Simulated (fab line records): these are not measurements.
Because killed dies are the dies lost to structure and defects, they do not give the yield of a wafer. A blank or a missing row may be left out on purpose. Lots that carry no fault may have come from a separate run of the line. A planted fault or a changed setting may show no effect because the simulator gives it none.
The tool behind it: which one? ; flow rit_cmos ; 6 lots, 18 wafers sampled, at 2 steps of a route of 202

WHAT THE GAUGES READ, wafer by wafer
RIT_NRETRO_TW_MEAS_10.
lot;measured;on;NRETRO_TW
L640;day 2 11:37;film_metro-03;1062 1063 1062
L642;day 2 21:27;film_metro-03;1060 1060 1061
L644;day 3 06:28;film_metro-04;1057 1059 1054
L646;day 3 16:26;film_metro-04;1049 1052 1058
L649;day 4 08:40;film_metro-02;1431 1430 1430
L651;day 4 17:44;film_metro-02;1429 1428 1421

TOOL THAT RAN EACH LOT (tool first, then ch and the chambers of the sampled wafers, then the start)
lot;RIT_NRETRO_IMPLANT_08
L640;implanter-03 ch 0, day 2 11:19
L642;implanter-01 ch 0, day 2 21:07
L644;implanter-01 ch 0, day 3 06:09
L646;implanter-01 ch 0, day 3 16:07
L649;implanter-02 ch 0, day 4 08:20
L651;implanter-02 ch 0, day 4 17:25
- RIT_NRETRO_IMPLANT_08

THE ANSWER, worked out from the rows above alone
Rule: what is usual is taken from the lots themselves. The widest of any qualifying gaps counts: lots, ordered by their means at a reading, are off when they make up no more than a third of the lots, leave a main group of 4 or more, and stand apart from it by 3 or more times the standard deviation of that group's means. A main group whose means are all the same, to the digits that the tables above print for the reading, isn't used. Also off: a lot with no number at a reading for which 4 or more lots have one. All remaining lots with rows at the step are treated as sound.
Off: L649, L651, seen at RIT_NRETRO_TW_MEAS_10 (NRETRO_TW). Main group: mean 1058, sd 3.6.
A tool fits if, at a process step before that reading, it ran every lot that is off, and no sound lot after the first of them. The gauges at RIT_NRETRO_TW_MEAS_10 are tried like those tools. Can't be told from this: 2 tools fit, implanter-02 at RIT_NRETRO_IMPLANT_08, film_metro-02 at RIT_NRETRO_TW_MEAS_10.

WHAT THE SIMULATOR HAD PUT IN
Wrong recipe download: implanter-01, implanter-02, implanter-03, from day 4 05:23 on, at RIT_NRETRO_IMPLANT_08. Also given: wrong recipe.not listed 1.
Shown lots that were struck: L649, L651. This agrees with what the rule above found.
